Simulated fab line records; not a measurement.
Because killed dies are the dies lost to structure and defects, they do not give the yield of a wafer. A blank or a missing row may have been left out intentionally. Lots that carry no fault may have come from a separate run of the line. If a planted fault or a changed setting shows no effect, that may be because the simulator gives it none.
A struck lot beside a sound one :: flow rit-cmos :: 17 out of 202 route steps
Sound: wafers L482.3, L482.5, L482.6. Wafers struck: L496.2, L496.4, L496.6. At the end, the cause is stated.
Each step with rows lists, per side, the tool, then ch with its chambers, then its first start. Under that, the readings that differ: sound wafers :: struck wafers :: difference of the means :: sigmas: that difference in standard deviations of wafers without a fault.
alike: readings with means less than 2 such deviations apart, plus words and numbers identical on both sides. not compared: withheld readings, readings lacking a value on some wafer, bounds such as >300 that could conceal the same value, and numbers that have no deviation in the record and whose values overlap.
A row with sigmas, a row that says differs or no value, or rows on one side alone: a step with any of these is where the two part. Numbers that don't overlap but have no deviation are shown without sigmas and don't part them. A reading that every wafer of one side lacks parts them only if that side has two wafers or more.

first, 2 steps without rows for these wafers: RIT_NRETRO_HARDBAKE_07 (time 120 s); RIT_NRETRO_IMPLANT_08.
RIT_NRETRO_STRIP_09: strips in O2, time 180 s.
  sound on plasma-asher-02 ch 0,1, day 2 13:07; struck on plasma-asher-02 ch 0,1, day 5 20:53
  alike: drypump-motor-current-A
  not compared: rf-hours-counter-h
RIT_NRETRO_TW_MEAS_10:
  sound on film-metro-04, day 2 13:16; struck on film-metro-01, day 5 21:04
  alike: NRETRO_TW
then, 6 steps without rows for these wafers: RIT_PRETRO_HMDS_00 (prime time 60 s); RIT_PRETRO_COAT_01 (resist thk 1300 nm); RIT_PRETRO_SOFTBAKE_02 (time 60 s); RIT_PRETRO_EXPOSE_03 (exposes mask M5, target cd 43700 nm); RIT_PRETRO_PEB_04; RIT_PRETRO_DEVELOP_05 (develop time 68 s).
RIT_PRETRO_OVL_MEAS_06:
  sound on overlay-01, day 2 14:11; struck on overlay-02, day 5 22:08
reading: PRETRO_OVL (nm)
sound: 1.5 1.1 1.1
struck: -3.9 -0.8 -1.6
difference: -3.3
sigmas: -2
then, 1 step without rows for these wafers: RIT_PRETRO_HARDBAKE_07 (time 120 s).
RIT_PRETRO_IMPLANT_08:
  sound on implanter-01 ch 0, day 2 14:31; struck on implanter-03 ch 0, day 5 22:26
reading: dose-ions-cm2
sound: 1.2028e+13 1.2019e+13 1.2006e+13
struck: 9.375e+12 9.366e+12 9.359e+12
difference: -2.651e+12
sigmas: -99 or more

reading: faraday-current-uA
sound: 38.4 37.1 38.1
struck: 30.6 30.3 28.8
difference: -8.0
sigmas: -12
RIT_PRETRO_STRIP_09: strips in O2, time 180 s.
  sound on plasma-asher-04 ch 0,1, day 2 14:40; struck on plasma-asher-04 ch 0,1, day 5 22:34
  alike: drypump-motor-current-A
  not compared: rf-hours-counter-h
RIT_PRETRO_TW_MEAS_10:
  sound on film-metro-03, day 2 14:49; struck on film-metro-03, day 5 22:45
reading: PRETRO_TW
sound: 483 477 483
struck: 446 444 446
difference: -36
sigmas: -8
then, 1 step without rows for these wafers: RIT_GATE_WET_ETCH_00 (etches SiO2 in BOE, target depth 56 nm, time 60 s).
RIT_M1_PROBE_99:
  sound on prober-01, day 3 18:59; struck on prober-02, day 7 04:44
reading: model.etest.nmos_0p3.r-on-ohm-um
sound: 2113 2160 2142
struck: 2028 2072 2086
difference: -76
sigmas: 

reading: model.etest.nmos-turned.drive-ua-um
sound: 332.4 341.9 328.7
struck: 371.8 370.8 358.9
difference: +32.8
sigmas: 

reading: model.etest.nmos_0p15.drive-ua-um
sound: 470.4 478 477.7
struck: 509.4 508.2 492.8
difference: +28.1
sigmas: 

reading: model.etest.nmos_0p3.drive-ua-um
sound: 228.3 223.2 226.5
struck: 246.9 246.5 241.6
difference: +19.0
sigmas: 

reading: model.etest.nmos-narrow.drive-ua-um
sound: 227.9 223.8 225.9
struck: 250.1 247.6 244.2
difference: +21.4
sigmas: 

reading: model.etest.nmos_0p15.off-log10-a-um
sound: -10.42 -10.01 -10.12
struck: -9.118 -8.84 -9.324
difference: +1.089
sigmas: 

reading: model.etest.retro-edge-nmos.off-log10-a-um
sound: -10.36 -9.922 -9.914
struck: -9.083 -8.621 -9.18
difference: +1.104
sigmas: 

reading: model.etest.ring.quiet-log10-a (angstrom)
sound: -7.904 -7.653 -7.798
struck: -7.022 -6.777 -7.234
difference: +0.774
sigmas: 
  alike: killed-at-front-end, killed-dies, killed-open, killed-short

WHERE THEY PART
Last at RIT_PRETRO_TW_MEAS_10 as far as this record goes, first at RIT_PRETRO_OVL_MEAS_06. Later steps at which nothing parts them and some readings are alike: RIT_M1_PROBE_99.

WHY: what the simulator had put in
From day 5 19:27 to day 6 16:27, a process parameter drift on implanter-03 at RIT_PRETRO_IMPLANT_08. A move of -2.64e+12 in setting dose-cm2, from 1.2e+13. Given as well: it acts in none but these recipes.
